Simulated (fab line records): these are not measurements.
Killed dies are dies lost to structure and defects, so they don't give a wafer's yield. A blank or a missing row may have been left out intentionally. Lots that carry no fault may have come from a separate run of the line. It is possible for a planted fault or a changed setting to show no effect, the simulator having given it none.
Chamber matching	flow berkeleyCmos170	UCB170_NWELL_ETCH_13 on rieDiel-01: 4 sister chambers
The step etches Si3N4 in CH3F/Ar/O2, stops on SiO2, target depth 246.4 nm, time 154 s. 4 wafers are shown with their chamber, then 7 later ones without.

== EACH WAFER AND ITS CHAMBER ==
wafer	chamber	drypumpMotorCurrentA (A)
L767.4	2	5.7
L778.3	0	6.2
L780.2	1	5.6
L780.3	3	6.6

== WAFERS WITHOUT THEIR CHAMBER ==
wafer	drypumpMotorCurrentA (A)
L780.5	6.6
L783.1	6.3
L783.4	5.6
L783.5	6.6
L785.1	5.7
L785.3	6.2
L785.5	5.6

== THE CHAMBER EACH PASSED THROUGH ==
wafer	from the rows above	in truth
L780.5	3	3
L783.1	0	0
L783.4	1	1
L783.5	3	3
L785.1	2	2
L785.3	0	0
L785.5	1	1
Correct placement for 7 of the 7. Number that these rows cannot place: 0. 0 placed wrongly.
How it was worked out, from the rows above alone: a wafer's distance from a chamber is the root of the sum, over the readings, of the square of ((its reading less the chamber's mean) divided by the reading's scatter). The wafer belongs to the nearest chamber; if the next one is less than 2 further off, it can't be placed. For every chamber, the mean is computed from those of its wafers that are shown. The scatter (one wafer shown for each chamber): square how far every hidden wafer sits from the nearest shown wafer, average those squares and take the square root.
